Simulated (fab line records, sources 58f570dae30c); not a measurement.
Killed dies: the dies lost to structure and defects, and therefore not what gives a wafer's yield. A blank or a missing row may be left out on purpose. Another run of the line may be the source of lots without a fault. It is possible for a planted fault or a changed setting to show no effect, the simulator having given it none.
The tool behind it: which one? | flow berkeley cmos170 | 14 lots, 42 wafers sampled, at 2 steps of a route of 331

WHAT THE GAUGES READ, wafer by wafer
UCB170_NWELL_OVL_MEAS_12. Usual: NWELL_OVL typically reads -1 nm, with standard deviation 5.2.
lot  | measured    | on         | NWELL_OVL (nm) | flag
L356 | day 2 15:19 | overlay-01 | 2 1 4          |
L357 | day 2 22:30 | overlay-02 | 3 -6 -1        |
L358 | day 3 02:37 | overlay-02 | 3 5 9          |
L361 | day 3 11:14 | overlay-02 | -10 -2 -8      |
L360 | day 3 11:49 | overlay-01 | 10 5 5         |
L363 | day 3 21:25 | overlay-02 | 0 -1 5         |
L364 | day 4 04:14 | overlay-01 | 2 3 -3         |
L366 | day 4 12:43 | overlay-01 | -5 -2 -3       |
L368 | day 5 01:06 | overlay-01 | 4 10 9         |
L371 | day 5 17:10 | overlay-02 | -4 -7 -10      |
L372 | day 6 01:23 | overlay-02 | 2 -1 3         |
L374 | day 6 01:38 | overlay-01 | -9 -7 -1       |
L375 | day 6 15:37 | overlay-01 | 0 7 2          |
L379 | day 7 09:32 | overlay-02 | 5 3 3          |

WHICH TOOL RAN EACH LOT (tool, then ch and the chambers of the sampled wafers, then the start)
lot  | UCB170_ZERO_STRIP_07
L356 | plasma asher-03 ch 0,1, day 1 22:30
L357 | plasma asher-01 ch 0,1, day 2 04:58
L358 | plasma asher-03 ch 0,1, day 2 09:33
L361 | plasma asher-01 ch 0,1, day 2 22:47
L360 | plasma asher-01 ch 0,1, day 2 23:05
L363 | plasma asher-04 ch 0,1, day 3 05:13
L364 | plasma asher-03 ch 0,1, day 3 14:16
L366 | plasma asher-04 ch 0,1, day 4 00:50
L368 | plasma asher-03 ch 1, day 4 10:39
L371 | plasma asher-01 ch 0,1, day 5 01:31
L372 | plasma asher-04 ch 0,1, day 5 08:10
L374 | plasma asher-01 ch 0,1, day 5 13:26
L375 | plasma asher-01 ch 0,1, day 6 00:43
L379 | plasma asher-03 ch 0,1, day 6 16:49
- UCB170_ZERO_STRIP_07: strips in O2.

AS READ BY THE TOOLS THEMSELVES (means over the sampled wafers that have a number; for cases with no such wafer, the mark the record gives instead)
UCB170_ZERO_STRIP_07. Usual: drypump motor current A 6.1 A, standard deviation 0.43; oes product au 0.727 a.u., standard deviation 0.0045; strip time to endpoint s 21.44 s, standard deviation 0.066.
lot  | tool            | drypump motor current A (A) | oes product au (a.u.) | strip time to endpoint s (s) | flag
L356 | plasma asher-03 | 6.0                         | 0.728                 | 21.52                        |
L357 | plasma asher-01 | 6.1                         | 0.728                 | 21.44                        |
L358 | plasma asher-03 | 6.0                         | 0.729                 | 21.49                        |
L361 | plasma asher-01 | 6.1                         | 0.727                 | 21.39                        |
L360 | plasma asher-01 | 6.2                         | 0.724                 | 21.40                        |
L363 | plasma asher-04 | 6.5                         | 0.727                 | 21.39                        |
L364 | plasma asher-03 | 6.0                         | 0.729                 | 21.40                        |
L366 | plasma asher-04 | 6.4                         | 0.728                 | 21.44                        |
L368 | plasma asher-03 | 5.9                         | 0.728                 | 21.43                        |
L371 | plasma asher-01 | 5.8                         | 0.725                 | 21.48                        |
L372 | plasma asher-04 | 6.5                         | 0.727                 | 21.48                        |
L374 | plasma asher-01 | 5.8                         | 0.725                 | 21.61                        |
L375 | plasma asher-01 | 5.7                         | 0.735                 | 21.44                        |
L379 | plasma asher-03 | 5.9                         | 0.728                 | 21.46                        |

THE ANSWER, worked out from the rows above alone
Rule: take the mean of a lot's wafers that have a number; if it is more than 3 standard deviations from the usual mean, the lot is off. A lot without any number at a reading at which 4 lots or more have one is off too. The other lots that the step has rows for count as sound. First the gauges in route order, then the tools' own readings, where a lot's mean is used as printed above. The first step at which some lot is off is used, and at that step the reading that is off furthest; a lot without a number counts as furthest.
No lot is off on any of the readings shown, so nothing can be concluded from this.

WHAT THE SIMULATOR HAD INSERTED
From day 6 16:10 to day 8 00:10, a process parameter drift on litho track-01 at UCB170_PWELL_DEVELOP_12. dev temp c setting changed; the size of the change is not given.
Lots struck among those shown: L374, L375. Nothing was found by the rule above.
